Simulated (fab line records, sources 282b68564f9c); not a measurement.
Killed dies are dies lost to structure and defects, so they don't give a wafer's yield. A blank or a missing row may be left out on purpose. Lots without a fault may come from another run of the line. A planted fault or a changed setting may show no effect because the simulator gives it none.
Which tool did it? | flow rit_cmos | 8 lots, 24 wafers sampled, at 5 steps of a route of 202

WHAT THE GAUGES READ, wafer by wafer
RIT_ACTIVE_THK_MEAS_04. Usual: ACTIVE_NITRIDE_THK 149.8 nm, standard deviation 1.2.
lot  | measured    | on            | ACTIVE_NITRIDE_THK (nm) | flag
L982 | day 1 13:32 | film_metro-02 | 148.0 146.9 147.6       |
L983 | day 1 18:34 | film_metro-03 | 148.0 148.3 148.2       |
L984 | day 1 23:32 | film_metro-02 | 151.0 149.7 149.9       |
L985 | day 2 04:32 | film_metro-04 | 148.5 149.7 148.3       |
L989 | day 3 00:32 | film_metro-04 | 119.4 118.8 118.7       | OFF
L990 | day 3 05:32 | film_metro-04 | 117.5 117.4 117.9       | OFF
L100 | day 5 07:32 | film_metro-03 | 149.8 149.4 150.9       |
L103 | day 5 22:41 | film_metro-02 | 150.4 148.5 149.2       |

RIT_NWELL_TW_MEAS_10. Usual: NWELL_TW 2140, standard deviation 13.
lot  | measured    | on            | NWELL_TW       | flag
L982 | day 1 21:50 | film_metro-02 | 2134 2130 2129 |
L983 | day 2 06:12 | film_metro-02 | 2151 2143 2149 |
L984 | day 2 07:30 | film_metro-04 | 2143 2146 2125 |
L985 | day 2 12:06 | film_metro-02 | 2151 2150 2132 |
L989 | day 3 07:47 | film_metro-02 | 2152 2143 2160 |
L990 | day 3 13:09 | film_metro-04 | 2154 2149 2155 |
L100 | day 5 15:34 | film_metro-02 | 2132 2137 2152 |
L103 | day 6 07:30 | film_metro-02 | 2125 2128 2118 |

RIT_PLDD_TW_MEAS_10. Usual: PLDD_TW 2344, standard deviation 11.
lot  | measured    | on            | PLDD_TW        | flag
L982 | day 2 22:28 | film_metro-03 | 2348 2345 2337 |
L983 | day 3 05:03 | film_metro-04 | 2350 2351 2354 |
L984 | day 3 10:58 | film_metro-04 | 2346 2355 2352 |
L985 | day 3 11:04 | film_metro-03 | 2349 2358 2340 |
L989 | day 4 06:55 | film_metro-02 | 2321 2319 2330 |
L990 | day 4 12:42 | film_metro-02 | 2348 2329 2332 |
L100 | day 6 12:42 | film_metro-03 | 2342 2348 2344 |
L103 | day 7 05:21 | film_metro-04 | 2342 2351 2362 |

WHICH TOOL RAN EACH LOT (tool, then ch and the chambers of the sampled wafers, then the start)
lot  | RIT_ACTIVE_CVD_03          | RIT_ACTIVE_ETCH_13
L982 | lpcvd-02 ch 0, day 1 12:07 | rie_diel-01 ch 0,2, day 1 14:43
L983 | lpcvd-02 ch 0, day 1 17:07 | rie_diel-03 ch 1,2, day 1 19:50
L984 | lpcvd-01 ch 0, day 1 22:07 | rie_diel-02 ch 0,3, day 2 00:43
L985 | lpcvd-02 ch 0, day 2 03:07 | rie_diel-02 ch 0,2,3, day 2 05:51
L989 | lpcvd-01 ch 0, day 2 23:07 | rie_diel-02 ch 1,2, day 3 01:46
L990 | lpcvd-01 ch 1, day 3 04:07 | rie_diel-03 ch 0,1,3, day 3 06:43
L100 | lpcvd-02 ch 0, day 5 06:07 | rie_diel-03 ch 0,1,3, day 5 08:43
L103 | lpcvd-02 ch 1, day 5 21:16 | rie_diel-01 ch 0,1,3, day 6 00:05
- RIT_ACTIVE_CVD_03: deposits Si3N4 from SiH2Cl2/NH3, target thk 150 nm, time 1500 s.
- RIT_ACTIVE_ETCH_13: etches Si3N4 in SF6, stops on SiO2, time 210 s, target depth 210 nm.

WHAT THE TOOLS THEMSELVES READ (means of the sampled wafers that have a number; where no wafer has one, the mark that the record gives instead)
RIT_ACTIVE_CVD_03. Usual: susceptor_temp_C 810.0 C, standard deviation 0.33.
lot  | tool     | susceptor_temp_C (C) | flag
L982 | lpcvd-02 | 810.1                |
L983 | lpcvd-02 | 810.2                |
L984 | lpcvd-01 | 810.3                |
L985 | lpcvd-02 | 810.2                |
L989 | lpcvd-01 | 809.7                |
L990 | lpcvd-01 | 810.0                |
L100 | lpcvd-02 | 809.6                |
L103 | lpcvd-02 | 810.5                |

RIT_ACTIVE_ETCH_13. Usual: drypump_motor_current_A 5.4 A, standard deviation 0.41; oes_product_au 0.817 a.u., standard deviation 0.011; throttle_valve_pct 7.53 %, standard deviation 0.11.
lot  | tool        | drypump_motor_current_A (A) | oes_product_au (a.u.) | throttle_valve_pct (%) | flag
L982 | rie_diel-01 | 5.6                         | 0.810                 | 7.56                   |
L983 | rie_diel-03 | 5.4                         | 0.815                 | 7.41                   |
L984 | rie_diel-02 | 5.3                         | 0.824                 | 7.62                   |
L985 | rie_diel-02 | 5.3                         | 0.821                 | 7.58                   |
L989 | rie_diel-02 | 5.2                         | 0.723                 | 7.47                   | OFF
L990 | rie_diel-03 | 5.7                         | 0.719                 | 7.51                   | OFF
L100 | rie_diel-03 | 5.7                         | 0.816                 | 7.52                   |
L103 | rie_diel-01 | 5.7                         | 0.811                 | 7.49                   |

THE ANSWER, worked out from the rows above alone
Rule: a lot is off if the mean of its wafers that have a number lies more than 3 standard deviations from the usual mean. A lot without any number at a reading at which 4 lots or more have one is off too. The other lots that the step has rows for count as sound. The gauges are gone through in route order, then the tools' own readings, and for those a lot's mean is taken as printed above. The first step at which some lot is off is used, and at that step the reading that is off furthest; a lot without a number counts as furthest.
Off: L989, L990, at RIT_ACTIVE_THK_MEAS_04 (ACTIVE_NITRIDE_THK).
A tool fits if, at a process step before that reading, it ran every lot that is off, and no sound lot after the first of them. The gauges at RIT_ACTIVE_THK_MEAS_04 aren't tried: what is off there is off at RIT_ACTIVE_ETCH_13 too, on other tools, and a gauge's error can't cause that. One fits: lpcvd-01 at RIT_ACTIVE_CVD_03. Its last sound lot is L984 (day 1 22:07), its first lot that is off L989 (day 2 23:07): a fault that began between those two fits.

WHAT THE SIMULATOR HAD PUT IN
Site profile drift: lpcvd-01, from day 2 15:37 on, at RIT_ACTIVE_CVD_03. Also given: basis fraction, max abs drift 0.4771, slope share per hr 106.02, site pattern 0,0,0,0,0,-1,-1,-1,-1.
Lots struck among those shown: L989, L990. The rule above found the same.
